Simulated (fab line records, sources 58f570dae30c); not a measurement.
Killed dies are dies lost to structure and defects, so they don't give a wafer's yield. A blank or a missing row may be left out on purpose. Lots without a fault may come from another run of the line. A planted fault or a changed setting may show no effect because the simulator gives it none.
Which tool did it? | flow berkeley_cmos170 | 6 lots, 18 wafers sampled, at 1 step of a route of 331

WHAT THE GAUGES READ, wafer by wafer
UCB170_CONTACT_CD_MEAS_90: target cd 700 nm.
lot  | measured     | on        | cd_nm (nm)
L743 | day 7 19:00  | cd_sem-01 | 701.5 700.2 700.1
L745 | day 8 07:58  | cd_sem-01 | 699.5 700.6 701.6
L747 | day 9 01:08  | cd_sem-01 | 700.4 699.8 698.4
L749 | day 9 08:41  | cd_sem-01 | 699.2 699.6 700.4
L758 | day 10 06:28 | cd_sem-01 | 699.2 699.3 699.0
L759 | day 10 14:23 | cd_sem-01 | 700.5 702.8 701.6

WHICH TOOL RAN EACH LOT (tool, then ch and the chambers of the sampled wafers, then the start)
The record holds no process step before these readings.

THE ANSWER, worked out from the rows above alone
Rule: what is usual is taken from the lots themselves. Put in order of their means at a reading, lots are off if they are a third of the lots or fewer, leave a main group of 4 or more, and stand apart from it by a gap of 3 or more times the standard deviation of the main group's means; of several such gaps the widest counts. A main group whose means are all the same, to the digits that the tables above print for the reading, isn't used. A lot without any number at a reading at which 4 lots or more have one is off too. The other lots that the step has rows for count as sound.
No lot is off at any reading shown: from this, nothing can be told.

WHAT THE SIMULATOR HAD PUT IN
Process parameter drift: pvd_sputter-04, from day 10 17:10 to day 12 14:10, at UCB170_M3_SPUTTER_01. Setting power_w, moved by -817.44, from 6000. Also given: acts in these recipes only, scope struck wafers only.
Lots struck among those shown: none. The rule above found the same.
